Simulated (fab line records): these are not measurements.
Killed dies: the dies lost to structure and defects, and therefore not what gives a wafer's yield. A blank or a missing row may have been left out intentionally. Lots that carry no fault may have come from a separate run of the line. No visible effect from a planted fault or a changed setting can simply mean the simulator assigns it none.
2 desks, one fault    flow berkeley-cmos170    every desk sees just its own numbers, and what lay behind them comes last

## AT THE TOOL OWNER'S DESK: rie-diel-04
The tool's own readings at UCB170_CONTACT_ETCH_18 (etches PSG in CHF3/CF4/Ar, stops on TiSi2, target depth 840 nm, time 195 s): means of the sampled wafers that have a number, for each lot that ran on this tool. The brackets show how far a lot's mean lies from the usual mean; more than 4 standard deviations puts the lot out of limits, marked OUT.
Columns: A = chamber-pressure-mTorr at UCB170_CONTACT_ETCH_18, usual 199.99 mTorr; B = drypump-motor-current-A at UCB170_CONTACT_ETCH_18, usual 5.8 A; C = oes-product-au at UCB170_CONTACT_ETCH_18, usual 0.895 a.u.; D = rf-fwd-power-W at UCB170_CONTACT_ETCH_18, usual 697.4 W; E = throttle-valve-pct at UCB170_CONTACT_ETCH_18, usual 6.91 %
lot   first seen here  A       B    C      D                E
L874  day 8 05:00      200.25  5.9  0.900  693.8            6.96
L882  day 10 02:00     199.97  5.5  0.899  697.8            6.91
L884  day 10 08:00     200.13  6.0  0.897  508.9 (-79) OUT  6.89
L887  day 11 05:00     200.05  5.6  0.877  510.1 (-78) OUT  6.84
L895  day 13 20:00     200.05  6.0  0.900  697.2            6.99
This desk's verdict: out of limits on L884, L887, starting with L884 at day 10 08:00 (rf-fwd-power-W at UCB170_CONTACT_ETCH_18). In limits: L874, L882, L895.

## THE METROLOGY DESK
What the gauges read, lot by lot, whatever tool the lot ran on: means of the sampled wafers that have a number. The brackets show how far a lot's mean lies from the usual mean; more than 4 standard deviations puts the lot out of limits, marked OUT.
Columns: A = SILICIDE_TI_THK at UCB170_SILICIDE_THK_MEAS_03, usual 29.5 nm; B = M3_AL_THK at UCB170_M3_THK_MEAS_03, usual 894 nm
lot   first seen here  A     B
L874  day 8 01:17      29.5  891
L875  day 8 01:42      29.4  891
L882  day 9 20:11      29.2  911
L881  day 9 20:51      29.2  873
L883  day 9 20:55      29.0  901
L885  day 9 21:03      29.1  887
L880  day 9 21:19      29.2  899
L884  day 9 21:34      29.8  889
L887  day 11 00:31     29.3  885
L893  day 12 21:35     30.2  897
L892  day 12 21:51     29.6  896
L894  day 13 02:59     30.2  891
L896  day 13 14:37     30.1  897
L895  day 13 14:50     29.5  903
Finding of this desk: none of the 14 lots has anything out of limits.

## TAKEN TOGETHER
On L884, L887, at day 10 08:00, an alarm was possible from the tool owner's desk.
From the metrology desk's view, nothing was out of limits.
The metrology desk holds a record of L884, L887, inside its limits.
The lots listed all ran UCB170_CONTACT_ETCH_18 on rie-diel-04.

## WHAT WAS PUT IN BY THE SIMULATOR
rie-diel-04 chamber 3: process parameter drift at UCB170_CONTACT_ETCH_18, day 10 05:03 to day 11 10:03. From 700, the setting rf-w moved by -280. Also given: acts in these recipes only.
Lots struck among those shown: L884, L887.
Delay in hours, fault start to first out-of-limits reading, by desk: the tool owner's desk at 3.
